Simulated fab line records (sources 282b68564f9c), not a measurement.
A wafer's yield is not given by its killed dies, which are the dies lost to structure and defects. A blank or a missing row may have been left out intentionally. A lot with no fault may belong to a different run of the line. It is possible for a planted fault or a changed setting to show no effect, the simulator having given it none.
The tool behind it: which one?    flow rit-cmos    42 wafers from 14 lots sampled at 2 of the route's 202 steps

== WHAT EACH GAUGE READ, for each wafer ==
The record lacks any reading of a measuring or inspecting step that a usual standard deviation could be used to judge.

== WHAT TOOL EACH LOT RAN ON (gives the tool, then ch and the chambers of the sampled wafers, and finally the start) ==
lot   RIT_GATE_OXIDATION_05         RIT_M1_PROBE_99
L340  furnace-01 ch 0, day 2 14:27  -
L341  furnace-04 ch 0, day 2 17:17  -
L342  furnace-04 ch 0, day 2 19:25  -
L343  furnace-01 ch 0, day 3 02:11  -
L344  furnace-04 ch 0, day 3 06:09  -
L345  furnace-04 ch 0, day 3 11:28  -
L346  furnace-04 ch 0, day 3 16:23  -
L348  furnace-03 ch 0, day 4 02:29  -
L350  furnace-03 ch 0, day 4 15:55  -
L351  furnace-01 ch 0, day 4 21:10  -
L352  furnace-03 ch 0, day 5 00:37  -
L353  furnace-03 ch 0, day 5 07:03  prober-01, day 6 10:05
L354  furnace-03 ch 0, day 5 10:40  prober-02, day 6 14:29
L357  furnace-04 ch 0, day 6 02:41  -
- RIT_GATE_OXIDATION_05: target thk 3 nm, ox time 270 s.
- RIT_M1_PROBE_99

== WHAT THE TOOLS THEMSELVES READ (means of the sampled wafers that have a number; where no wafer has one, the mark that the record gives instead) ==
RIT_GATE_OXIDATION_05. Usual: spike-tc-load-C reads 926.4 C (standard deviation 1.2).
lot   tool        spike-tc-load-C (C)  flag
L340  furnace-01  927.5                
L341  furnace-04  925.8                
L342  furnace-04  926.1                
L343  furnace-01  926.7                
L344  furnace-04  926.7                
L345  furnace-04  926.2                
L346  furnace-04  926.1                
L348  furnace-03  925.9                
L350  furnace-03  926.0                
L351  furnace-01  927.5                
L352  furnace-03  926.6                
L353  furnace-03  926.2                
L354  furnace-03  926.1                
L357  furnace-04  926.5                

RIT_M1_PROBE_99. Usual: killed-at-contacts 0.1, standard deviation 0.23; killed-at-front-end 6.7, standard deviation 2.7; killed-dies 6.7, standard deviation 2.7; killed-on-rim 1.8, standard deviation 1.2; killed-open 3.2, standard deviation 1.8; killed-short 3.5, standard deviation 1.9.
lot   tool       killed-at-contacts  killed-at-front-end  killed-dies  killed-on-rim  killed-open  killed-short  flag
L353  prober-01  0.0                 166.3                166.3        44.3           2.7          2.3           OFF
L354  prober-02  0.0                 166.3                166.3        43.3           2.3          3.7           OFF

== THE ANSWER, worked out from the rows above alone ==
Rule: lot off if the mean of its wafers having a number is beyond 3 standard deviations from the usual mean. Also off: a lot with no number at a reading for which 4 or more lots have one. Where the step has rows for the other lots, those lots are counted as sound. After the gauges, taken in route order, come the tools' own readings; for these a lot's mean is taken, as printed above. The first step at which some lot is off is used, and at that step the reading that is off furthest; a lot without a number counts as furthest.
Off at RIT_M1_PROBE_99 (killed-at-front-end): L353, L354. Neither off nor sound, because the step has no rows for them: L340, L341, L342, L343, L344, L345, L346, L348, L350, L351, L352, L357.
A tool fits if, at that step or a process step before it, it ran every lot that is off, and no sound lot after the first of them. One fits: furnace-03 at RIT_GATE_OXIDATION_05. It ran no sound lot before its first lot that is off in this sample, so the start can't be narrowed down.

== WHAT THE SIMULATOR PUT IN ==
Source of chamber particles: furnace-03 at RIT_GATE_OXIDATION_05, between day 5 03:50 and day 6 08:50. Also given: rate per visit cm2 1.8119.
Shown lots that were struck: L353, L354. The same result came from the rule above.
